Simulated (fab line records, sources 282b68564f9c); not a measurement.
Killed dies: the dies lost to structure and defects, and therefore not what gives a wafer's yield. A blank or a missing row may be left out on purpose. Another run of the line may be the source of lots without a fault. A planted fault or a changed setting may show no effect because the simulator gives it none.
Comparing a struck lot with a sound one ; flow rit cmos ; 20 steps out of a route of 202
Sound: these wafers, L900.1, L900.2, L900.3. Wafers struck: L910.2, L910.5, L910.6. The cause is given at the end.
At each step with rows: each side's tool, then ch and its chambers, then its first start. Under that, the readings that differ: sound wafers ; struck wafers ; difference of the means ; sigmas: that difference in standard deviations of wafers without a fault.
alike: words and numbers the same on both sides, and readings whose means are apart by under 2 such deviations; not compared: readings that were withheld, readings missing a value for some wafer, numbers with overlapping values and no deviation given by the record, and bounds like >300 which may hide the same value.
The two part at a step that has a row with sigmas, a row that says differs or no value, or rows on one side only. Numbers that don't overlap but have no deviation are shown without sigmas and don't part them. A reading that every wafer of one side lacks parts them only if that side has two wafers or more.

first, 2 steps without rows for these wafers: RIT_NWELL_HARDBAKE_07 (time 120 s); RIT_NWELL_IMPLANT_08.
RIT_NWELL_STRIP_09: strips in O2, time 180 s.
  sound on plasma asher-04 ch 0,1, day 4 00:08; struck on plasma asher-01 ch 0,1, day 6 03:28
  alike: drypump motor current A, o2 flow sccm
  not compared: rf hours counter h
RIT_NWELL_TW_MEAS_10:
  sound: film metro-03 at day 4 00:18; struck: film metro-02 at day 6 03:40
  alike: NWELL_TW
then, 6 steps without rows for these wafers: RIT_PWELL_HMDS_00 (prime time 60 s); RIT_PWELL_COAT_01 (resist thk 1300 nm); RIT_PWELL_SOFTBAKE_02 (time 60 s); RIT_PWELL_EXPOSE_03 (exposes mask M3, target cd 43700 nm); RIT_PWELL_PEB_04; RIT_PWELL_DEVELOP_05 (develop time 68 s).
RIT_PWELL_OVL_MEAS_06:
  sound: overlay-02 at day 4 01:14; struck: overlay-02 at day 6 04:37
  alike: PWELL_OVL
then, 1 step without rows for these wafers: RIT_PWELL_HARDBAKE_07 (time 120 s).
RIT_PWELL_IMPLANT_08:
  sound on implanter-04 ch 0, day 4 01:32; struck on implanter-04 ch 0, day 6 05:02
reading;sound;struck;difference;sigmas
beam on s (s);10.08 9.59 10.05;8.90 8.96 8.92;-0.98;-5
faraday current uA;219 231 221;248 248 248;+24;+6
RIT_PWELL_STRIP_09: strips in O2, time 180 s.
  sound on plasma asher-03 ch 0,1, day 4 01:41; struck on plasma asher-02 ch 0,1, day 6 05:10
  alike: drypump motor current A, o2 flow sccm
  not compared: rf hours counter h
RIT_PWELL_TW_MEAS_10:
  sound: film metro-01 at day 4 01:51; struck: film metro-03 at day 6 05:21
reading;sound;struck;difference;sigmas
PWELL_TW;957 956 964;922 916 919;-40;-6
then, 1 step without rows for these wafers: RIT_WELLDRIVE_ANNEAL_00 (time 14700 s).
RIT_WELLDRIVE_RS_MEAS_01: the measuring method here is four-point-probe.
  sound: film metro-03 at day 4 07:00; struck: film metro-01 at day 6 10:31
  alike: NWELL_RS
RIT_WELLDRIVE_RS_MEAS_02: the measuring method here is four-point-probe.
  sound: film metro-03 at day 4 07:07; struck: film metro-01 at day 6 10:38
reading;sound;struck;difference;sigmas
PWELL_RS (ohm/sq);432.6 430.7 431.8;463.0 462.9 462.1;+31.0;+28
then, 1 step without rows for these wafers: RIT_NRETRO_HMDS_00 (prime time 60 s).
RIT_M1_PROBE_99:
  sound: prober-02 at day 5 17:08; struck: prober-02 at day 7 20:38
reading;sound;struck;difference;sigmas
killed open;11 7 4;3 3 1;-5;-3
  alike: killed at contacts, killed at front end, killed dies, killed on rim, killed short

WHERE THEY PART
First at RIT_PWELL_IMPLANT_08; last, within this record, at RIT_M1_PROBE_99.

WHY: whatever the simulator had introduced
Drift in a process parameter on implanter-04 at RIT_PWELL_IMPLANT_08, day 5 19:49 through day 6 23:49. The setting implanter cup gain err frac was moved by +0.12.
